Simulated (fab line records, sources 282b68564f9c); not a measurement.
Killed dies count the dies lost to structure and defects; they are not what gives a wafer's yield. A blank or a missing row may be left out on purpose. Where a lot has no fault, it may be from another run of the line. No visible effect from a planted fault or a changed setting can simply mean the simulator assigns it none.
Comparing a struck lot with a sound one | flow rit cmos | 26 out of 202 route steps
Sound: the wafers L102.1, L102.4, L102.5. Wafers L112.1, L112.3, L112.4 were the ones struck. The cause is given at the end.
At each step with rows: each side's tool, then ch and its chambers, then its first start. Under that, the readings that differ: sound wafers | struck wafers | difference of the means | sigmas: that difference in standard deviations of wafers without a fault.
alike: words and numbers the same on both sides, and readings whose means are apart by under 2 such deviations; not compared: readings that were withheld, readings missing a value for some wafer, numbers with overlapping values and no deviation given by the record, and bounds like >300 which may hide the same value.
Wherever a step has rows on one side only, a row that says differs or no value, or a row with sigmas, the two part there. Numbers that don't overlap but have no deviation are shown without sigmas and don't part them. Lack of a reading on every wafer of one side parts them only where that side has two or more wafers.

first, 1 step without rows for these wafers: RIT_ACTIVE_OXIDATION_01 (target thk 46.8 nm, ox time 3360 s).
RIT_ACTIVE_THK_MEAS_02:
  sound on film metro-02 at day 2 18:03; struck on film metro-02 at day 4 20:13
  alike: ACTIVE_OXIDE_THK
then, 1 step without rows for these wafers: RIT_ACTIVE_CVD_03 (deposits Si3N4 from SiH2Cl2/NH3, target thk 150 nm, time 1500 s).
RIT_ACTIVE_THK_MEAS_04:
  sound on film metro-01 at day 2 19:32; struck on film metro-04 at day 4 21:41
  reading                 | sound             | struck            | difference | sigmas
  ACTIVE_NITRIDE_THK (nm) | 148.1 149.0 148.5 | 152.6 151.6 151.0 | +3.2       | +2
then, 6 steps without rows for these wafers: RIT_ACTIVE_HMDS_05 (prime time 60 s); RIT_ACTIVE_COAT_06 (resist thk 1000 nm); RIT_ACTIVE_SOFTBAKE_07 (time 60 s); RIT_ACTIVE_EXPOSE_08 (exposes mask M1, target cd 1400 nm); RIT_ACTIVE_PEB_09; RIT_ACTIVE_DEVELOP_10 (develop time 50 s).
RIT_ACTIVE_CD_MEAS_11 targets a cd of 1400 nm.
  sound on cd sem-02 at day 2 20:38; struck on cd sem-02 at day 4 22:36
  alike: cd nm
then, 1 step without rows for these wafers: RIT_ACTIVE_HARDBAKE_12 (time 60 s).
RIT_ACTIVE_ETCH_13: etches Si3N4 in SF6, stops on SiO2, time 210 s, target depth 210 nm.
  sound on rie diel-04 ch 0,1, day 2 20:55; struck on rie diel-04 ch 0,1,2, day 4 22:52
  reading                                       | sound             | struck            | difference | sigmas
  oes product au (a.u.)                         | 0.824 0.826 0.820 | 0.731 0.741 0.740 | -0.086     | -9
  run length s (s)                              | 237.8 238.6 238.6 | 296.3 296.4 295.6 | +57.8      | +99 or more
  model.NOVOLAK_of_ACTIVE_COAT_06.thk nm (nm)   | 660.6 657.1 654.3 | 593 592.2 598.5   | -63        |
  model.SiO2_of_ACTIVE_OXIDATION_01.thk nm (nm) | 47.02 45.36 44.26 | 26.68 25.51 28.76 | -18.56     |
  model.ACTIVE.feature depth nm (nm)            | 148.1 150.6 150   | 172.8 172.9 169.5 | +22.2      |
  alike: drypump motor current A, rf fwd power W, throttle valve pct
  not compared: rf hours counter h
RIT_ACTIVE_STRIP_14: strips in O2, time 180 s.
  sound on plasma asher-03 ch 0,1, day 2 21:02; struck on plasma asher-03 ch 0,1, day 4 23:01
  alike: drypump motor current A
  not compared: rf hours counter h
RIT_ACTIVE_CD_MEAS_90 targets a cd of 1400 nm.
  sound on cd sem-01 at day 2 21:13; struck on cd sem-01 at day 4 23:11
  alike: cd nm
then, 4 steps without rows for these wafers: RIT_ACTIVE_CLEAN_15 (cleans in SC1, time 600 s); RIT_ACTIVE_CLEAN_16 (cleans in dHF, time 30 s); RIT_ACTIVE_CLEAN_17 (cleans in SC2, time 600 s); RIT_FOX1_OXIDATION_00 (target thk 350.7 nm, ox time 1130 s).
RIT_FOX1_THK_MEAS_01:
  sound on film metro-03 at day 2 23:51; struck on film metro-03 at day 5 01:11
  reading             | sound       | struck      | difference | sigmas
  FOX1_OXIDE_THK (nm) | 362 358 359 | 343 350 350 | -12        | -2
then, 2 steps without rows for these wafers: RIT_FOX1_WET_ETCH_02 (etches SiO2 in BOE, target depth 350 nm, time 390 s); RIT_FOX2_OXIDATION_00 (target thk 350.7 nm, ox time 1130 s).
RIT_FOX2_THK_MEAS_01:
  sound on film metro-02 at day 3 01:30; struck on film metro-03 at day 5 02:47
  alike: FOX2_OXIDE_THK
then, 1 step without rows for these wafers: RIT_FOX2_CLEAN_02 (cleans in dHF, time 180 s).
RIT_FOX2_WET_ETCH_03: etches Si3N4 in H3PO4, target depth 195 nm, time 2700 s.
  sound on wet bench-03 ch 0, day 3 01:37; struck on wet bench-04 ch 3, day 5 02:54
  reading                                       | sound            | struck            | difference | sigmas
  model.SiO2_of_ACTIVE_OXIDATION_01.thk nm (nm) | 41.76 40.31 39.3 | 23.75 22.69 25.58 | -16.45     |
  alike: bath heat duty pct, run length s, temp c
RIT_FOX2_THK_MEAS_90:
  sound on film metro-02 at day 3 02:27; struck on film metro-02 at day 5 03:40
  alike: FIELD_OXIDE_LEFT_1_THK

WHERE THEY PART
At RIT_ACTIVE_THK_MEAS_04 first; at RIT_FOX1_THK_MEAS_01 last (within this record only). Later steps at which nothing parts them and some readings are alike: RIT_FOX2_THK_MEAS_01, RIT_FOX2_WET_ETCH_03, RIT_FOX2_THK_MEAS_90.

WHY: what the simulator had put in
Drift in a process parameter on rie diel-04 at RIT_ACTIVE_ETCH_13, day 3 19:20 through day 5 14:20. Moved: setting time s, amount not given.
